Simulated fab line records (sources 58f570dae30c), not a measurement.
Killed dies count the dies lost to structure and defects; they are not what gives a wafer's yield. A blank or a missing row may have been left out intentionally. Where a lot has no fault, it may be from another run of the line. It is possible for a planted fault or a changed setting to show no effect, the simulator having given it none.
What tool caused it? / flow berkeley-cmos170 / 21 wafers from 7 lots sampled at 3 of the route's 331 steps

WHAT THE GAUGES SHOWED, per wafer
UCB170_M2_RS_MEAS_02: measurement is done with a four-point probe.
lot=L525; measured=day 9 11:19; on=film-metro-02; M2_AL_RS (ohm/sq)=0.0326 0.0326 0.0328
lot=L523; measured=day 9 13:40; on=film-metro-04; M2_AL_RS (ohm/sq)=0.0323 0.0320 0.0316
lot=L526; measured=day 10 06:16; on=film-metro-03; M2_AL_RS (ohm/sq)=0.0321 0.0324 0.0328
lot=L529; measured=day 10 21:55; on=film-metro-03; M2_AL_RS (ohm/sq)=0.0319 0.0324 0.0325
lot=L538; measured=day 12 03:13; on=film-metro-03; M2_AL_RS (ohm/sq)=0.0320 0.0324 0.0326
lot=L540; measured=day 13 07:27; on=film-metro-04; M2_AL_RS (ohm/sq)=0.0320 0.0320 0.0320
lot=L544; measured=day 14 02:51; on=film-metro-02; M2_AL_RS (ohm/sq)=0.0328 0.0321 0.0322

WHICH TOOL RAN EACH LOT (tool, then ch and the chambers of the sampled wafers, then the start)
lot=L525; UCB170_V1_ETCH_14=rie-diel-03 ch 1,2,3, day 9 10:44; UCB170_V1_STRIP_15=plasma-asher-01 ch 0,1, day 9 10:55
lot=L523; UCB170_V1_ETCH_14=rie-diel-04 ch 0,2,3, day 9 13:06; UCB170_V1_STRIP_15=plasma-asher-01 ch 0,1, day 9 13:17
lot=L526; UCB170_V1_ETCH_14=rie-diel-04 ch 2,3, day 10 05:40; UCB170_V1_STRIP_15=plasma-asher-03 ch 0,1, day 10 05:53
lot=L529; UCB170_V1_ETCH_14=rie-diel-02 ch 0,1, day 10 21:17; UCB170_V1_STRIP_15=plasma-asher-03 ch 0,1, day 10 21:28
lot=L538; UCB170_V1_ETCH_14=rie-diel-02 ch 1,3, day 12 02:40; UCB170_V1_STRIP_15=plasma-asher-04 ch 0,1, day 12 02:50
lot=L540; UCB170_V1_ETCH_14=rie-diel-03 ch 1,3, day 13 06:50; UCB170_V1_STRIP_15=plasma-asher-03 ch 0,1, day 13 07:01
lot=L544; UCB170_V1_ETCH_14=rie-diel-04 ch 0,1,3, day 14 02:18; UCB170_V1_STRIP_15=plasma-asher-01 ch 0,1, day 14 02:29
- UCB170_V1_ETCH_14: etches SiO2 in CHF3/CF4/Ar, stops on Al, target depth 1250 nm, time 291 s.
- UCB170_V1_STRIP_15: strips in O2.

THE ANSWER, worked out from the rows above alone
Rule: the lots themselves supply what counts as usual. The widest of any qualifying gaps counts: lots, ordered by their means at a reading, are off when they make up no more than a third of the lots, leave a main group of 4 or more, and stand apart from it by 3 or more times the standard deviation of that group's means. A main group is skipped when, at the precision printed for the reading in the tables above, its means are all equal. A lot without any number at a reading at which 4 lots or more have one is off too. All remaining lots with rows at the step are treated as sound.
None of the lots is off at any reading shown; this tells nothing.

WHAT WAS PUT IN BY THE SIMULATOR
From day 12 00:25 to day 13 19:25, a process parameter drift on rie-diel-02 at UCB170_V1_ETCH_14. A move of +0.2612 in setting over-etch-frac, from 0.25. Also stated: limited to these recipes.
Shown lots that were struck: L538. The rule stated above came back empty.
